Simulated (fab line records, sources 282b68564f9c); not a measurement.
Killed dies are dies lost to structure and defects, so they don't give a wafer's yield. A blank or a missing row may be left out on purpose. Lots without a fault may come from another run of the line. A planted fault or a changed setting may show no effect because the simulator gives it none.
Tool commonality check | flow rit_cmos | 14 lots, 42 wafers sampled

WHY IT WAS OPENED
At RIT_SPACER_THK_MEAS_04 the reading SPACER_NITRIDE_THK is flagged on 2 of 14 lots. Wafers without a fault read 250.7 nm, standard deviation 2.8.
Rule: a lot is flagged when every wafer of it that has a number lies more than 4 standard deviations from that mean, or none has a number. The other lots count as sound.

lot  | measured    | on            | SPACER_NITRIDE_THK (nm), wafer by wafer | flag
L193 | day 2 21:55 | film_metro-04 | 252.0 253.8 252.0                       |
L194 | day 3 03:01 | film_metro-01 | 250.9 250.3 251.2                       |
L196 | day 3 14:21 | film_metro-01 | 265.4 266.2 266.4                       | FLAGGED
L198 | day 3 23:14 | film_metro-02 | 262.3 263.8 263.7                       | FLAGGED
L200 | day 4 11:26 | film_metro-04 | 249.9 249.4 251.9                       |
L204 | day 5 07:06 | film_metro-01 | 252.2 253.4 252.7                       |
L205 | day 5 10:01 | film_metro-04 | 252.9 254.7 254.6                       |
L210 | day 6 13:20 | film_metro-01 | 251.3 250.3 252.9                       |
L211 | day 6 20:01 | film_metro-01 | 243.5 243.7 245.0                       |
L212 | day 6 22:25 | film_metro-02 | 247.3 249.6 247.4                       |
L213 | day 7 10:29 | film_metro-01 | 251.7 253.4 254.5                       |
L214 | day 7 10:47 | film_metro-02 | 249.6 250.1 251.3                       |
L215 | day 7 17:30 | film_metro-02 | 249.5 249.3 247.6                       |
L216 | day 7 23:43 | film_metro-04 | 247.2 247.2 244.7                       |
The numbers of the flagged lots are 264.6 nm on average: +13.9 nm against the usual, or +5 standard deviations.

WHICH TOOL RAN EACH LOT
The record holds 1 process step before the reading, out of a route of 202 steps. In each cell: the tool, then ch and the chambers that the sampled wafers went through, then the start.
lot  | flag    | RIT_SPACER_CVD_03
L193 |         | lpcvd-01 ch 0, day 2 19:59
L194 |         | lpcvd-02 ch 1, day 3 00:08
L196 | FLAGGED | lpcvd-02 ch 1, day 3 12:26
L198 | FLAGGED | lpcvd-02 ch 1, day 3 21:19
L200 |         | lpcvd-01 ch 1, day 4 09:30
L204 |         | lpcvd-01 ch 1, day 5 04:13
L205 |         | lpcvd-01 ch 1, day 5 08:05
L210 |         | lpcvd-02 ch 1, day 6 11:24
L211 |         | lpcvd-02 ch 1, day 6 18:05
L212 |         | lpcvd-02 ch 0, day 6 20:30
L213 |         | lpcvd-02 ch 0, day 7 08:34
L214 |         | lpcvd-01 ch 0, day 7 08:52
L215 |         | lpcvd-02 ch 0, day 7 15:34
L216 |         | lpcvd-01 ch 1, day 7 21:47
What these steps do:
- RIT_SPACER_CVD_03: deposits Si3N4 from SiH2Cl2/NH3, target thk 250 nm, time 3300 s.
- RIT_SPACER_THK_MEAS_04

FLAGGED OVER TOTAL, TOOL BY TOOL (the gauges that took the reading come last)
step                   | tool          | lots run | flagged | share of the flagged lots | sound lots run after its first flagged lot
RIT_SPACER_CVD_03      | lpcvd-01      | 6        | 0       | none                      | -
RIT_SPACER_CVD_03      | lpcvd-02      | 8        | 2       | all                       | 5 (L210,L211,L212,L213,L215)
RIT_SPACER_THK_MEAS_04 | film_metro-01 | 6        | 1       | some                      | 4 (L204,L210,L211,L213)
RIT_SPACER_THK_MEAS_04 | film_metro-02 | 4        | 1       | some                      | 3 (L212,L214,L215)
RIT_SPACER_THK_MEAS_04 | film_metro-04 | 4        | 0       | none                      | -

WHAT THE TABLE ALLOWS
1 row of the table ran every flagged lot: lpcvd-02 at RIT_SPACER_CVD_03.
- lpcvd-02 at RIT_SPACER_CVD_03: 2 of its 8 lots flagged. Sound lots ran on it after the first flagged one (L210, L211, L212, L213, L215), which a lasting fault on the whole tool wouldn't allow. Its own readings lie more than 4 standard deviations out on every wafer of the flagged lots: pressure_mtorr.
No row of the table ran every flagged lot and no sound lot after the first.

WHAT THE SIMULATOR HAD PUT IN
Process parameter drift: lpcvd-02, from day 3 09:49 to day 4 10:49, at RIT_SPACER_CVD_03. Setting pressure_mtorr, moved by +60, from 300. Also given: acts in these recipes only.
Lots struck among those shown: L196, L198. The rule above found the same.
